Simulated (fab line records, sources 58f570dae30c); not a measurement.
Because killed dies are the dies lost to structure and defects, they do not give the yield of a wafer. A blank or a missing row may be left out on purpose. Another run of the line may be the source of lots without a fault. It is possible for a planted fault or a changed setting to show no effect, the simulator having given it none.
Which tool did it? | flow berkeley-cmos170 | 42 wafers from 14 lots sampled at 6 of the route's 331 steps

== WHAT THE GAUGES SHOWED, per wafer ==
UCB170_FIELD_THK_MEAS_02.
lot  | measured    | on            | FIELD_OXIDE_THK (nm)
L729 | day 4 22:02 | film-metro-02 | 551 556 561
L730 | day 4 22:03 | film-metro-01 | 555 565 550
L731 | day 5 09:43 | film-metro-01 | 559 551 557
L733 | day 5 09:47 | film-metro-02 | 547 558 555
L735 | day 6 02:24 | film-metro-02 | 544 553 547
L736 | day 6 02:24 | film-metro-01 | 548 546 557
L737 | day 6 08:00 | film-metro-04 | 571 570 560
L738 | day 6 07:59 | film-metro-01 | 547 554 551
L740 | day 7 10:37 | film-metro-01 | 552 552 555
L741 | day 7 16:13 | film-metro-02 | 542 544 552
L742 | day 7 23:19 | film-metro-04 | 546 556 547
L748 | day 8 15:27 | film-metro-01 | 559 550 552
L750 | day 9 05:01 | film-metro-01 | 545 539 545
L752 | day 9 19:50 | film-metro-01 | 562 558 572

UCB170_PVT_TW_MEAS_09.
lot  | measured     | on            | PVT_TW
L729 | day 6 00:39  | film-metro-04 | 514 514 515
L730 | day 6 01:09  | film-metro-02 | 511 510 510
L731 | day 6 14:17  | film-metro-01 | 510 509 512
L733 | day 6 13:57  | film-metro-04 | 515 517 513
L735 | day 7 11:51  | film-metro-01 | 509 508 510
L736 | day 7 12:07  | film-metro-01 | 509 508 509
L737 | day 7 12:22  | film-metro-04 | 514 518 517
L738 | day 7 11:01  | film-metro-02 | 513 511 511
L740 | day 8 09:42  | film-metro-01 | 508 511 512
L741 | day 8 19:58  | film-metro-01 | 511 511 508
L742 | day 9 01:47  | film-metro-04 | 518 520 519
L748 | day 9 20:32  | film-metro-04 | 31 31 31
L750 | day 10 08:42 | film-metro-04 | 30 30 30
L752 | day 10 20:47 | film-metro-04 | 513 515 512

UCB170_M3_CD_MEAS_15: target cd 700 nm.
lot  | measured     | on        | cd-nm (nm)
L729 | day 8 17:06  | cd-sem-01 | 699.4 700.2 701.3
L730 | day 8 16:51  | cd-sem-02 | 698.9 699.4 699.4
L731 | day 9 15:20  | cd-sem-02 | 700.1 700.6 700.4
L733 | day 9 10:47  | cd-sem-02 | 698.7 698.8 699.1
L735 | day 9 20:32  | cd-sem-01 | 701.2 701.7 702.2
L736 | day 9 21:16  | cd-sem-01 | 701.9 700.3 701.3
L737 | day 9 15:38  | cd-sem-02 | 699.5 699.3 699.0
L738 | day 9 15:57  | cd-sem-01 | 699.8 698.3 698.6
L740 | day 10 17:47 | cd-sem-01 | 699.3 699.4 699.1
L741 | day 11 09:15 | cd-sem-02 | 699.6 699.3 700.1
L742 | day 11 08:43 | cd-sem-01 | 702.6 702.1 701.4
L748 | day 12 01:56 | cd-sem-02 | 700.9 701.0 700.6
L750 | day 12 09:24 | cd-sem-01 | 699.4 699.1 700.5
L752 | day 13 04:37 | cd-sem-01 | 699.9 701.2 701.2

== WHAT TOOL EACH LOT RAN ON (gives the tool, then ch and the chambers of the sampled wafers, and finally the start) ==
lot  | UCB170_PWELL_STRIP_16               | UCB170_NVT_STRIP_08                  | UCB170_PVT_STRIP_08
L729 | plasma-asher-04 ch 0,1, day 3 09:00 | plasma-asher-01 ch 0,1, day 5 22:50  | plasma-asher-03 ch 0,1, day 6 00:32
L730 | plasma-asher-01 ch 0,1, day 3 09:25 | plasma-asher-02 ch 0,1, day 5 23:06  | plasma-asher-01 ch 0,1, day 6 01:04
L731 | plasma-asher-03 ch 0,1, day 3 16:33 | plasma-asher-03 ch 0,1, day 6 12:30  | plasma-asher-04 ch 0,1, day 6 14:11
L733 | plasma-asher-03 ch 0, day 3 17:17   | plasma-asher-02 ch 0,1, day 6 12:08  | plasma-asher-03 ch 1, day 6 13:51
L735 | plasma-asher-04 ch 0,1, day 4 06:40 | plasma-asher-03 ch 0,1, day 7 07:50  | plasma-asher-04 ch 0,1, day 7 11:44
L736 | plasma-asher-04 ch 1, day 4 12:41   | plasma-asher-02 ch 0,1, day 7 08:07  | plasma-asher-01 ch 0,1, day 7 12:01
L737 | plasma-asher-03 ch 0,1, day 4 19:21 | plasma-asher-01 ch 0, day 7 08:07    | plasma-asher-04 ch 0, day 7 12:16
L738 | plasma-asher-03 ch 0,1, day 4 19:53 | plasma-asher-01 ch 0,1, day 7 07:34  | plasma-asher-03 ch 0,1, day 7 10:55
L740 | plasma-asher-04 ch 0,1, day 5 10:44 | plasma-asher-02 ch 0,1, day 8 07:34  | plasma-asher-04 ch 0,1, day 8 09:36
L741 | plasma-asher-04 ch 0,1, day 5 17:38 | plasma-asher-02 ch 0,1, day 8 17:32  | plasma-asher-04 ch 0,1, day 8 19:52
L742 | plasma-asher-01 ch 0,1, day 6 01:24 | plasma-asher-02 ch 0,1, day 8 23:32  | plasma-asher-04 ch 0,1, day 9 01:41
L748 | plasma-asher-01 ch 1, day 7 08:40   | plasma-asher-02 ch 0,1, day 9 17:54  | plasma-asher-03 ch 1, day 9 20:26
L750 | plasma-asher-03 ch 0,1, day 7 16:17 | plasma-asher-01 ch 0,1, day 10 07:14 | plasma-asher-01 ch 0,1, day 10 08:36
L752 | plasma-asher-04 ch 0,1, day 8 09:05 | plasma-asher-01 ch 0,1, day 10 18:39 | plasma-asher-01 ch 0,1, day 10 20:41
- UCB170_PWELL_STRIP_16: strips in O2.
- UCB170_NVT_STRIP_08: strips in O2.
- UCB170_PVT_STRIP_08: strips in O2.

== AS READ BY THE TOOLS THEMSELVES (means over the sampled wafers that have a number; for cases with no such wafer, the mark the record gives instead) ==
UCB170_PWELL_STRIP_16.
lot  | tool            | chamber-pressure-mTorr (mTorr) | drypump-motor-current-A (A) | oes-product-au (a.u.) | strip-time-to-endpoint-s (s)
L729 | plasma-asher-04 | 3501                           | 6.1                         | 0.718                 | 18.11
L730 | plasma-asher-01 | 3494                           | 5.6                         | 0.719                 | 18.18
L731 | plasma-asher-03 | 3497                           | 6.1                         | 0.720                 | 18.18
L733 | plasma-asher-03 | 3503                           | 6.3                         | 0.722                 | 18.13
L735 | plasma-asher-04 | 3501                           | 6.2                         | 0.722                 | 18.14
L736 | plasma-asher-04 | 3501                           | 6.0                         | 0.721                 | 18.19
L737 | plasma-asher-03 | 3499                           | 6.1                         | 0.717                 | 18.02
L738 | plasma-asher-03 | 3499                           | 6.1                         | 0.727                 | 18.06
L740 | plasma-asher-04 | 3502                           | 6.3                         | 0.718                 | 18.23
L741 | plasma-asher-04 | 3503                           | 6.2                         | 0.721                 | 18.16
L742 | plasma-asher-01 | 3499                           | 5.6                         | 0.722                 | 18.09
L748 | plasma-asher-01 | 3499                           | 5.9                         | 0.719                 | 18.13
L750 | plasma-asher-03 | 3500                           | 5.8                         | 0.719                 | 18.12
L752 | plasma-asher-04 | 3499                           | 6.3                         | 0.719                 | 18.18

UCB170_NVT_STRIP_08.
lot  | tool            | chamber-pressure-mTorr (mTorr) | drypump-motor-current-A (A) | oes-product-au (a.u.) | strip-time-to-endpoint-s (s)
L729 | plasma-asher-01 | 3499                           | 5.3                         | 0.733                 | 21.68
L730 | plasma-asher-02 | 3501                           | 5.4                         | 0.732                 | 21.67
L731 | plasma-asher-03 | 3494                           | 5.8                         | 0.734                 | 21.71
L733 | plasma-asher-02 | 3498                           | 5.4                         | 0.735                 | 21.53
L735 | plasma-asher-03 | 3503                           | 6.1                         | 0.735                 | 21.63
L736 | plasma-asher-02 | 3500                           | 5.6                         | 0.736                 | 21.61
L737 | plasma-asher-01 | 3500                           | 5.0                         | 0.734                 | 21.63
L738 | plasma-asher-01 | 3501                           | 5.6                         | 0.739                 | 21.73
L740 | plasma-asher-02 | 3501                           | 5.3                         | 0.731                 | 21.71
L741 | plasma-asher-02 | 3499                           | 5.4                         | 0.736                 | 21.70
L742 | plasma-asher-02 | 3500                           | 5.6                         | 0.728                 | 21.58
L748 | plasma-asher-02 | -                              | -                           | -                     | -
L750 | plasma-asher-01 | -                              | -                           | -                     | -
L752 | plasma-asher-01 | 3499                           | 5.6                         | 0.737                 | 21.53

UCB170_PVT_STRIP_08.
lot  | tool            | chamber-pressure-mTorr (mTorr) | drypump-motor-current-A (A) | oes-product-au (a.u.) | strip-time-to-endpoint-s (s)
L729 | plasma-asher-03 | 3497                           | 5.8                         | 0.737                 | 21.60
L730 | plasma-asher-01 | 3497                           | 5.3                         | 0.732                 | 21.59
L731 | plasma-asher-04 | 3501                           | 6.2                         | 0.735                 | 21.55
L733 | plasma-asher-03 | 3502                           | 5.6                         | 0.734                 | 21.56
L735 | plasma-asher-04 | 3499                           | 6.2                         | 0.739                 | 21.63
L736 | plasma-asher-01 | 3498                           | 5.6                         | 0.730                 | 21.55
L737 | plasma-asher-04 | 3497                           | 6.4                         | 0.731                 | 21.67
L738 | plasma-asher-03 | 3496                           | 5.8                         | 0.734                 | 21.58
L740 | plasma-asher-04 | 3499                           | 6.3                         | 0.731                 | 21.67
L741 | plasma-asher-04 | 3500                           | 6.1                         | 0.733                 | 21.60
L742 | plasma-asher-04 | 3497                           | 6.1                         | 0.734                 | 21.51
L748 | plasma-asher-03 | 3498                           | 5.6                         | 0.741                 | 47.78
L750 | plasma-asher-01 | 3499                           | 5.6                         | 0.739                 | 47.85
L752 | plasma-asher-01 | 3499                           | 5.6                         | 0.732                 | 21.64

== THE ANSWER, worked out from the rows above alone ==
Rule: usual is defined by the lots themselves. The widest of any qualifying gaps counts: lots, ordered by their means at a reading, are off when they make up no more than a third of the lots, leave a main group of 4 or more, and stand apart from it by 3 or more times the standard deviation of that group's means. A main group is skipped when, at the precision printed for the reading in the tables above, its means are all equal. Also off: a lot with no number at a reading for which 4 or more lots have one. All remaining lots with rows at the step are treated as sound. First the gauges in route order, then the tools' own readings, where a lot's mean is used as printed above. The first step at which some lot is off is used, and at that step the reading that is off furthest; a lot without a number counts as furthest.
Off: at UCB170_PVT_TW_MEAS_09 (PVT_TW), L748, L750. The main group: mean 512, standard deviation 3.1.
If a tool, at a process step before that reading, ran all the lots that are off and no sound lot after the first of them, it fits. The gauges at UCB170_PVT_TW_MEAS_09 aren't tried: what is off there is off at UCB170_NVT_STRIP_08 too, on other tools, and a gauge's error can't cause that. No candidate that was tried fits.

== WHAT HAD BEEN PUT IN BY THE SIMULATOR ==
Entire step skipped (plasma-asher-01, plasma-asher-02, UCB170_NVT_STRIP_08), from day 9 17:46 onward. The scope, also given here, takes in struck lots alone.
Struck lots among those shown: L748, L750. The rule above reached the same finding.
